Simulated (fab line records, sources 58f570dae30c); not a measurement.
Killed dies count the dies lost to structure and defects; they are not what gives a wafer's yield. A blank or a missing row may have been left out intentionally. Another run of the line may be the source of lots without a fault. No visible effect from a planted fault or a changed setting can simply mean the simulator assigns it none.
Code-filled problem report in 8D (eight disciplines) form -- flow berkeley-cmos170 -- the parts of the form that need people (team, actions taken, sign-off) are left out

1. THE ISSUE
At UCB170_PLDD_STRIP_10, strip-time-to-endpoint-s averages 21.94 s over 6 wafers from 2 lots, while fault-free wafers read 21.60 s, standard deviation 0.058. Measured from the usual mean, that is +5.8 standard deviations.
The step: strips in O2.
First observed at day 10 22:44: wafer L962.1, on plasma-asher-01. Wafers with a number at this step in the record: 42, from 14 lots. Rule for "out" (also "out of limits"): further than 4 standard deviations from the usual mean. The other wafers with a number count as sound.

2. WHAT THIS IS AND IS NOT
question,is,is not
which readings at this step,strip-time-to-endpoint-s,"drypump-motor-current-A, oes-product-au"
which lots,"L962, L966","L949, L950, L951, L952, L955, L956, L957, L958, L959, L963, L965, L971"
which wafers of those lots,all that have a number,-
read on which tools,"plasma-asher-01, plasma-asher-04",plasma-asher-03
when,from day 10 22:44,"up to then (30 sound wafers); but 6 sound wafers of L965, L971 came after"

3. WHAT RULES OUT EACH SUSPECT
Counting: a tool at any process step up to the reading remains a suspect when it ran all the lots that are out and ran no sound lot after the first of those.
- litho-track-01 at UCB170_PLDD_COAT_01 (resist thk 900 nm): kept. All lots that are out passed through it, beginning with L962 at day 10 21:26, and no sound lot followed; its final sound lot before that point was L959 at day 9 20:55.
Left after counting: litho-track-01 at UCB170_PLDD_COAT_01.

4. THE CAUSE (what the simulator had put in)
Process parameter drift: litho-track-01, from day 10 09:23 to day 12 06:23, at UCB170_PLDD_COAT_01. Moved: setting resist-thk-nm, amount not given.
Only this tool survived the counting.

5. SEQUENCE OF EFFECTS, ordered by route
Each row: a reading whose mean over the struck wafers that have a number lies more than 3 standard deviations from the usual. Readings are gone through only where the record gives a usual standard deviation; hours: the median, over the lots, of the time from a lot's start at the first step in this table giving one to that lot's start at this step; sigmas: the change measured in usual standard deviations.
hours,step,reading,usual,on struck wafers,change,sigmas
0,UCB170_PLDD_STRIP_10,strip-time-to-endpoint-s,21.60 s,21.94,+0.34,+5.8
The process steps in it:
- UCB170_PLDD_STRIP_10: strips in O2.
Later steps that measure or inspect, where all struck wafers having a row at the step show a number for every such reading and not one has moved that far: UCB170_PSD_OVL_MEAS_07.

6. WHAT WOULD HAVE CAUGHT IT SOONER
In this record no reading fell out of limits until day 10 22:44, 13 hours after the fault had begun at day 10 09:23.
L966, from the lots that are out (2), started UCB170_PLDD_COAT_01 on litho-track-01 later than day 10 22:44. Putting the tool on hold at that point would have spared it.
